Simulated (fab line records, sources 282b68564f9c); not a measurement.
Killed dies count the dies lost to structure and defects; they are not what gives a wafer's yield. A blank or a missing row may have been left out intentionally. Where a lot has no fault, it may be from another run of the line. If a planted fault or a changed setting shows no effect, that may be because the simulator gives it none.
The tool behind it: which one?	flow rit cmos	14 lots, 42 wafers sampled, at 2 steps of a route of 202

== WHAT EACH GAUGE READ, for each wafer ==
No reading from a measuring or inspecting step in the record can be judged against a usual standard deviation.

== TOOL THAT RAN EACH LOT (tool first, then ch and the chambers of the sampled wafers, then the start) ==
lot	RIT_PLDD_SOFTBAKE_02	RIT_M1_PROBE_99
L399	litho track-01 ch 0, day 2 23:29	-
L400	litho track-03 ch 0, day 2 23:36	-
L401	litho track-02 ch 0, day 3 07:16	prober-01, day 3 22:31
L402	litho track-03 ch 0, day 3 11:01	-
L403	litho track-01 ch 0, day 3 16:08	-
L404	litho track-03 ch 0, day 3 22:44	-
L405	litho track-01 ch 0, day 4 03:21	-
L406	litho track-03 ch 0, day 4 10:39	-
L410	litho track-01 ch 0, day 5 09:26	-
L414	litho track-03 ch 0, day 5 23:20	-
L416	litho track-03 ch 0, day 6 13:32	-
L417	litho track-02 ch 0, day 6 17:00	-
L421	litho track-01 ch 0, day 7 11:10	-
L422	litho track-01 ch 0, day 7 16:32	-
- RIT_PLDD_SOFTBAKE_02: time 60 s.
- RIT_M1_PROBE_99

== AS READ BY THE TOOLS THEMSELVES (means over the sampled wafers that have a number; for cases with no such wafer, the mark the record gives instead) ==
RIT_PLDD_SOFTBAKE_02. Usual: heater power total W 34.56 W, standard deviation 0.045; run length s 89.19 s, standard deviation 0.12.
lot	tool	heater power total W (W)	run length s (s)	flag
L399	litho track-01	34.57	89.25	
L400	litho track-03	34.58	89.15	
L401	litho track-02	34.56	89.24	
L402	litho track-03	34.53	89.27	
L403	litho track-01	34.54	89.12	
L404	litho track-03	34.58	89.11	
L405	litho track-01	34.55	89.32	
L406	litho track-03	34.58	89.14	
L410	litho track-01	34.59	89.25	
L414	litho track-03	35.65	83.23	OFF
L416	litho track-03	35.62	83.27	OFF
L417	litho track-02	34.53	89.27	
L421	litho track-01	34.57	89.14	
L422	litho track-01	34.56	89.25	

RIT_M1_PROBE_99. Usual: killed at contacts 0.1, standard deviation 0.34; killed at front end 6.6, standard deviation 2.7; killed dies 6.7, standard deviation 2.7; killed open 3.5, standard deviation 1.9; killed short 3.1, standard deviation 1.8.
lot	tool	killed at contacts	killed at front end	killed dies	killed open	killed short	flag
L401	prober-01	0.0	7.7	7.7	4.0	3.7	

== THE ANSWER, worked out from the rows above alone ==
Rule: take the mean of a lot's wafers that have a number; if it is more than 3 standard deviations from the usual mean, the lot is off. A lot without any number at a reading at which 4 lots or more have one is off too. Where the step has rows for the other lots, those lots are counted as sound. Order of review: gauges by route order, followed by the tools' own readings, for which a lot's mean as printed above is used. At the first step where some lot is off, the reading lying furthest off is the one used; lots without a number count as furthest.
Off: L414, L416, at RIT_PLDD_SOFTBAKE_02 (run length s).
If a tool, at that step or one of the process steps before it, ran each lot that is off and ran no sound lot following the first of them, it fits. One fits: RIT_PLDD_SOFTBAKE_02 on litho track-03. Its last sound lot is L406 (day 4 10:39), its first lot that is off L414 (day 5 23:20): a fault that began between those two fits.
The tool's own readings at RIT_PLDD_SOFTBAKE_02 bear it out: on the lots that are off they differ by more than 5 times the standard deviation of the sound lots' means. heater power total W reads 35.63 W there against 34.56 W on the sound lots; run length s reads 83.25 s there against 89.21 s on the sound lots.

== WHAT WAS PUT IN BY THE SIMULATOR ==
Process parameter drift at RIT_PLDD_SOFTBAKE_02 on litho track-03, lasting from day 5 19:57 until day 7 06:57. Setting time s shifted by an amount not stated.
Shown lots that were struck: L414, L416. Same finding as the rule above.
